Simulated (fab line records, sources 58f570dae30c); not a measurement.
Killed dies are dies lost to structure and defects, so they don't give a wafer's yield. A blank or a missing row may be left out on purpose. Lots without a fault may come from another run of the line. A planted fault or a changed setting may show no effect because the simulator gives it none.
Problem report in the 8D (eight disciplines) form, filled by code | flow berkeley_cmos170 | the parts of the form that need people (team, actions taken, sign-off) are left out

1. THE PROBLEM
oes_product_au at UCB170_M2_METAL_ETCH_18 reads a mean of 0.782 a.u. on 2 wafers of 1 lot; wafers without a fault read 0.854 a.u. with a standard deviation of 0.012. That is -6.0 standard deviations from the usual mean.
The step: etches Al in Cl2/BCl3, stops on SiO2, target depth 1170 nm, time 195 s.
First seen on wafer L339.1, day 11 08:56, on rie_metal-02. The record holds 39 wafers of 13 lots with a number at this step. Rule for "out", or "out of limits": more than 4 standard deviations from the usual mean. The other wafers with a number count as sound.

2. WHAT IT IS AND WHAT IT IS NOT
question                    | is                | is not
which readings at this step | oes_product_au    | chamber_pressure_mTorr, drypump_motor_current_A, throttle_valve_pct
which lots                  | L339              | L324, L326, L327, L329, L330, L332, L333, L334, L335, L336, L337, L346
which wafers of those lots  | L339.1, L339.3    | L339.2
read on which tools         | rie_metal-02      | rie_metal-03, rie_metal-04
when                        | from day 11 08:56 | up to then (34 sound wafers); but 3 sound wafers of L346 came after

3. SUSPECTS, AND WHAT RULES EACH OUT
Counting: a tool at a process step up to the reading stays a suspect if it ran every lot that is out. Sound lots after the first of them don't rule it out here, since some wafers of a struck lot are sound.
- plasma_asher-03 at UCB170_M1_STRIP_13 (strips in O2): kept. It ran the lot that is out, L339 (day 10 19:11); its last sound lot up to then is L327 (day 7 21:00).
- rie_metal-02 at UCB170_M2_METAL_ETCH_18 (etches Al in Cl2/BCl3, stops on SiO2, target depth 1170 nm, time 195 s): kept. It ran the lot that is out, L339 (day 11 08:56); its last sound lot up to then is L335 (day 9 13:29). Its own readings are out on those wafers: oes_product_au.
- Within rie_metal-02 at UCB170_M2_METAL_ETCH_18: the wafers that are out ran in chamber 0; their sound lot-mates ran in chamber 1.
Left after counting: plasma_asher-03 at UCB170_M1_STRIP_13, rie_metal-02 at UCB170_M2_METAL_ETCH_18.

4. THE CAUSE (what the simulator had put in)
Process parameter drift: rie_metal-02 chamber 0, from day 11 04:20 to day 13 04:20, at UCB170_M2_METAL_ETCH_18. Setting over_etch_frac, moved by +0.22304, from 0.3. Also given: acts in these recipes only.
Counting left 2 suspects, and this tool is among them.

5. THE CHAIN OF EFFECTS, in route order
Each row: a reading whose mean over the struck wafers that have a number lies more than 3 standard deviations from the usual. Only readings for which the record gives a usual standard deviation are gone through. hours: the time from each lot's start at the first step in this table that gives one to its start at this step, as a median over the lots. sigmas: the change in usual standard deviations.
hours | step                    | reading        | usual      | on struck wafers | change | sigmas
0     | UCB170_M2_METAL_ETCH_18 | oes_product_au | 0.854 a.u. | 0.782            | -0.072 | -6.0
0     | UCB170_M2_STRIP_19      | oes_product_au | 0.544 a.u. | 0.435            | -0.109 | -5.7
The process steps in it:
- UCB170_M2_METAL_ETCH_18: etches Al in Cl2/BCl3, stops on SiO2, target depth 1170 nm, time 195 s.
- UCB170_M2_STRIP_19: strips in O2.
Later measuring or inspecting steps at which every struck wafer that the step has a row for has a number for every such reading, and none has moved that far: UCB170_M2_CD_MEAS_90.

6. WHAT WOULD HAVE CAUGHT IT SOONER
In this record the first reading out of limits was taken at day 11 08:56, 5 hours after the fault began at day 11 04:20.
